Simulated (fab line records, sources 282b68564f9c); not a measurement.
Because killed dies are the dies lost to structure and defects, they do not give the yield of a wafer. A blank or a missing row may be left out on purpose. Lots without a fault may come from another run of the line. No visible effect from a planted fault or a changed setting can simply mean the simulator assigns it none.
Split-lot experiment    flow ritCmos    5 lots, 23 wafers read, on a route of 202 steps

## THE SPLIT ITSELF
At RIT_NLDD_IMPLANT_08, the setting energyKev was moved away from the recipe's 20 on 10 of the 23 wafers read, by -4.6% to +4.1%. For the rest of the wafers, this setting stayed at what the recipe calls for.

Reading taken at the split's own step.

## THE READING
In nm, at RIT_NLDD_IMPLANT_08: implant.drpNm, which is the simulator's own figure and was read by no gauge. The file does not state a usual value for it.

wafer   tool, chamber at the split  energyKev as run  against the recipe  implant.drpNm, nm  against lot-mates on the recipe
L077.1  implanter-03, 0             19.7              -1.5%               12.85              -0.12
L077.3  implanter-03, 0             19.7              -1.5%               12.85              -0.12
L077.5  implanter-03, 0             19.7              -1.5%               12.85              -0.12
L077.4  implanter-03, 0             20                recipe              12.97              -
L077.6  implanter-03, 0             20                recipe              12.97              -
L076.1  implanter-04, 0             19.07             -4.6%               12.6               -0.37
L076.2  implanter-04, 0             19.07             -4.6%               12.6               -0.37
L076.5  implanter-04, 0             19.07             -4.6%               12.6               -0.37
L076.3  implanter-04, 0             20                recipe              12.97              -
L076.4  implanter-04, 0             20                recipe              12.97              -
L078.1  implanter-02, 0             20                recipe              12.97              -
L078.2  implanter-02, 0             20                recipe              12.97              -
L078.5  implanter-02, 0             20                recipe              12.97              -
L078.3  implanter-02, 0             20.83             +4.1%               13.29              +0.32
L078.4  implanter-02, 0             20.83             +4.1%               13.29              +0.32
L079.1  implanter-02, 0             20                recipe              12.97              -
L079.5  implanter-02, 0             20                recipe              12.97              -
L079.6  implanter-02, 0             20                recipe              12.97              -
L082.1  implanter-02, 0             20                recipe              12.97              -
L082.3  implanter-02, 0             20                recipe              12.97              -
L082.6  implanter-02, 0             20                recipe              12.97              -
L082.2  implanter-02, 0             19.6              -2.0%               12.81              -0.16
L082.4  implanter-02, 0             19.6              -2.0%               12.81              -0.16

FIT RESULTS
A straight line over all 23 wafers: implant.drpNm changes by +0.0787 nm for each +1% of energyKev; r = +1.00; the points scatter about the line by 0.0022 nm.
The same after taking each lot's own level away (the mean of its wafers on the recipe; 23 wafers): +0.0787 nm for each +1%; r = +1.00; scatter 0.0022 nm.
According to that fit, moving energyKev by its largest amount changes the reading by 0.37 nm.
The lots' own levels span 12.970 to 12.970 nm.
The two slopes agree, so the slope changes little with the lot-to-lot level.
Check: -0.367 nm against its lot-mates is what the line predicts for one of the wafers moved furthest among these (-4.6%) when that wafer is left out of the fit. Against them it came out at -0.37 nm.

## OTHER SPLITS ON THESE WAFERS
These wafers also went through other splits before the reading. Each is held against what the fit with the lots' levels taken away leaves over:
other split on the same wafers  wafers away from the commonest value  r with implant.drpNm (lot level and that fit taken away)
RIT_GATE_OXIDATION_05 oxTimeS   18                                    -0.28
RIT_GATE_CVD_08 pressureMtorr   15                                    +0.25
RIT_GATE_EXPOSE_13 doseMj       8                                     +0.11
RIT_REOX_OXIDATION_03 tempC     15                                    -0.10
RIT_NLDD_COAT_01 spinRpm        6                                     +0.14

## THE FILE'S OWN FIT
implant.drpNm changes by +0.0784 nm for each +1% of energyKev, r = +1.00.
